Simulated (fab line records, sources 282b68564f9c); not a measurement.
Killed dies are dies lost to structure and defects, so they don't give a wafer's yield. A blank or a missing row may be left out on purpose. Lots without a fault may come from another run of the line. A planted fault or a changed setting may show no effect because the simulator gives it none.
Split-lot experiment | flow rit_cmos | 5 lots, 23 wafers read, on a route of 202 steps

THE SPLIT
At RIT_PRETRO_COAT_01 (resist thk 1300 nm), the setting spin_rpm was moved away from the recipe's 2000 rpm on 12 of the 23 wafers read, by -3.3% to +7.1%. The other wafers ran this setting at the recipe's value.

FROM THE SPLIT TO THE READING: what the file shows between them, 3 steps
- RIT_PRETRO_SOFTBAKE_02: time 60 s
- RIT_PRETRO_EXPOSE_03: exposes mask M5, target cd 43700 nm
- RIT_PRETRO_DEVELOP_05: develop time 67.14 s

THE READING
NOVOLAK_of_PRETRO_COAT_01.thk_nm (the simulator's own value, which no gauge read), in nm, at RIT_PRETRO_HARDBAKE_07 (time 120 s). The file gives no usual value for it. The 11 wafers here that ran the recipe average 1140 nm, standard deviation 1.5 nm.

wafer  | tool, chamber at the split | spin_rpm as run, rpm | against the recipe | NOVOLAK_of_PRETRO_COAT_01.thk_nm, nm | against lot-mates on the recipe
L075.1 | litho_track-02, 0          | 2141                 | +7.1%              | 1104                                 | -35
L075.3 | litho_track-02, 0          | 2141                 | +7.1%              | 1104                                 | -35
L075.2 | litho_track-02, 0          | 2141                 | +7.1%              | 1100                                 | -39
L075.5 | litho_track-02, 0          | 2000                 | recipe             | 1141                                 | -
L075.6 | litho_track-02, 0          | 2000                 | recipe             | 1137                                 | -
L077.1 | litho_track-02, 0          | 1944                 | -2.8%              | 1159                                 | +18
L077.6 | litho_track-02, 0          | 1944                 | -2.8%              | 1159                                 | +18
L077.2 | litho_track-02, 0          | 1944                 | -2.8%              | 1156                                 | +14
L077.3 | litho_track-02, 0          | 2000                 | recipe             | 1142                                 | -
L077.5 | litho_track-02, 0          | 2000                 | recipe             | 1141                                 | -
L080.1 | litho_track-01, 0          | 1934                 | -3.3%              | 1161                                 | +19
L080.3 | litho_track-01, 0          | 1934                 | -3.3%              | 1161                                 | +19
L080.2 | litho_track-01, 0          | 1934                 | -3.3%              | 1159                                 | +17
L080.4 | litho_track-01, 0          | 2000                 | recipe             | 1141                                 | -
L080.6 | litho_track-01, 0          | 2000                 | recipe             | 1143                                 | -
L081.1 | litho_track-02, 0          | 2043                 | +2.2%              | 1125                                 | -15
L081.4 | litho_track-02, 0          | 2043                 | +2.2%              | 1125                                 | -15
L081.2 | litho_track-02, 0          | 2000                 | recipe             | 1140                                 | -
L081.3 | litho_track-02, 0          | 2000                 | recipe             | 1140                                 | -
L081.5 | litho_track-02, 0          | 2043                 | +2.2%              | 1126                                 | -14
L084.3 | litho_track-01, 0          | 2000                 | recipe             | 1140                                 | -
L084.4 | litho_track-01, 0          | 2000                 | recipe             | 1139                                 | -
L084.5 | litho_track-01, 0          | 2000                 | recipe             | 1141                                 | -

THE FIT
A straight line over all 23 wafers: NOVOLAK_of_PRETRO_COAT_01.thk_nm changes by -5.67 nm for each +1% of spin_rpm; r = -0.99; the points scatter about the line by 2.1 nm.
The same after taking each lot's own level away (the mean of its wafers on the recipe; 23 wafers): -5.4 nm for each +1%; r = -0.99; scatter 1.9 nm.
On that fit, the largest move of spin_rpm shifts the reading by 38 nm.
The lots' own levels span 1139.0 to 1142.0 nm, that is 2.0 times the standard deviation above.
So the lot-to-lot level changes the slope little: the two slopes agree.
Check: with one of the wafers moved furthest among these (+7.1%) left out of the fit, the line predicts -39 nm for it against its lot-mates. It came out at -35 nm against them.

OTHER SPLITS ON THESE WAFERS
These wafers also went through other splits before the reading. Each is held against what the fit with the lots' levels taken away leaves over:
other split on the same wafers  | wafers away from the commonest value | r with NOVOLAK_of_PRETRO_COAT_01.thk_nm (lot level and that fit taken away)
RIT_ACTIVE_EXPOSE_08 dose_mj    | 7                                    | -0.21
RIT_FOX2_OXIDATION_00 ox_time_s | 15                                   | -0.40
RIT_NWELL_SOFTBAKE_02 temp_c    | 11                                   | -0.11
RIT_NRETRO_COAT_01 spin_rpm     | 7                                    | +0.00
RIT_NRETRO_IMPLANT_08 dose_cm2  | 8                                    | +0.12

THE WHOLE CHAIN: every reading that the file lists as answering this split, in the file's order
step                   | what it does       | reading                                                                           | change (the file's fit)              | r (the file's)
RIT_PRETRO_COAT_01     | resist thk 1300 nm | NOVOLAK_of_PRETRO_COAT_01.thk_nm (the simulator's own value, which no gauge read) | -6.28 nm for each +1% of the setting | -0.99
RIT_PRETRO_HARDBAKE_07 | time 120 s         | NOVOLAK_of_PRETRO_COAT_01.thk_nm (the simulator's own value, which no gauge read) | -5.41 nm for each +1% of the setting | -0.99

THE FILE'S OWN FIT
NOVOLAK_of_PRETRO_COAT_01.thk_nm changes by -5.41 nm for each +1% of spin_rpm, r = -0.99.
